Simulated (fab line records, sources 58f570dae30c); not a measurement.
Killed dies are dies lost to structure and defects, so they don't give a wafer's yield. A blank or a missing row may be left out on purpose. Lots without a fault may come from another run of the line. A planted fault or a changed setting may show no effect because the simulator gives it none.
A struck lot beside a sound one | flow berkeley_cmos170 | 14 steps out of a route of 331
Sound: wafers L365.2, L365.4, L365.6. Struck: wafers L353.4, L353.5, L353.6. The cause comes at the end.
At each step with rows: each side's tool, then ch and its chambers, then its first start. Under that, the readings that differ: sound wafers | struck wafers | difference of the means | sigmas: that difference in standard deviations of wafers without a fault.
alike: readings whose means differ by less than 2 such deviations, and words and numbers that are the same on both sides. not compared: withheld readings, readings that some wafer has no value for, bounds like >300 that may hide the same value, and numbers for which the record gives no deviation and whose values overlap.
The two part at a step that has a row with sigmas, a row that says differs or no value, or rows on one side only. Numbers that don't overlap but have no deviation are shown without sigmas and don't part them. A reading that every wafer of one side lacks parts them only if that side has two wafers or more.

first, 1 step without rows for these wafers: UCB170_PWELL_DEVELOP_12 (develop time 45 s).
UCB170_PWELL_OVL_MEAS_13:
  sound on overlay-02, day 7 13:58; struck on overlay-02, day 5 14:47
  alike: PWELL_OVL
UCB170_PWELL_ETCH_14: etches Si3N4 in CH3F/Ar/O2, stops on SiO2, target depth 242 nm, time 151 s.
  sound on rie_diel-03 ch 2,3, day 7 13:59; struck on rie_diel-01 ch 0,2,3, day 5 14:48
  alike: drypump_motor_current_A, mfc_ar_sccm, oes_product_au, throttle_valve_pct
  not compared: rf_hours_counter_h
then, 1 step without rows for these wafers: UCB170_PWELL_IMPLANT_15.
UCB170_PWELL_STRIP_16: strips in O2.
  sound on plasma_asher-02 ch 1, day 7 14:14; struck on plasma_asher-02 ch 0,1, day 5 15:05
  alike: drypump_motor_current_A, oes_product_au, strip_time_to_endpoint_s
  not compared: rf_hours_counter_h
UCB170_PWELL_TW_MEAS_17:
  sound on film_metro-03, day 7 14:21; struck on film_metro-04, day 5 15:11
  alike: PWELL_TW
then, 5 steps without rows for these wafers: UCB170_PWELL_CLEAN_18 (cleans in SPM, time 600 s); UCB170_PWELL_WET_ETCH_19 (etches Si3N4 in H3PO4, time 14400 s); UCB170_PWELL_WET_ETCH_20 (etches SiO2 in BOE, time 22 s); UCB170_WELLDRIVE_CLEAN_00 (cleans in SPM, time 600 s); UCB170_WELLDRIVE_OXIDATION_01 (target thk 199 nm, ox time 9000 s).
UCB170_WELLDRIVE_THK_MEAS_02:
  sound on film_metro-03, day 8 02:14; struck on film_metro-03, day 6 04:50
  alike: WELLDRIVE_OXIDE_THK
UCB170_WELLDRIVE_ANNEAL_03: time 900 s.
  sound on furnace-04 ch 0, day 8 05:14; struck on furnace-04, day 6 07:30
  no value came back on the struck wafers for spike_tc_centre_C (C), spike_tc_load_C (C), spike_tc_source_C (C); on the sound wafers spike_tc_centre_C (C) reads 1102.7 1105.5 1104.0
then, 1 step without rows for these wafers: UCB170_WELLDRIVE_WET_ETCH_04 (etches SiO2 in BOE, time 120 s).

WHERE THEY PART
Only at UCB170_WELLDRIVE_ANNEAL_03, within this record.

WHY: what the simulator had put in
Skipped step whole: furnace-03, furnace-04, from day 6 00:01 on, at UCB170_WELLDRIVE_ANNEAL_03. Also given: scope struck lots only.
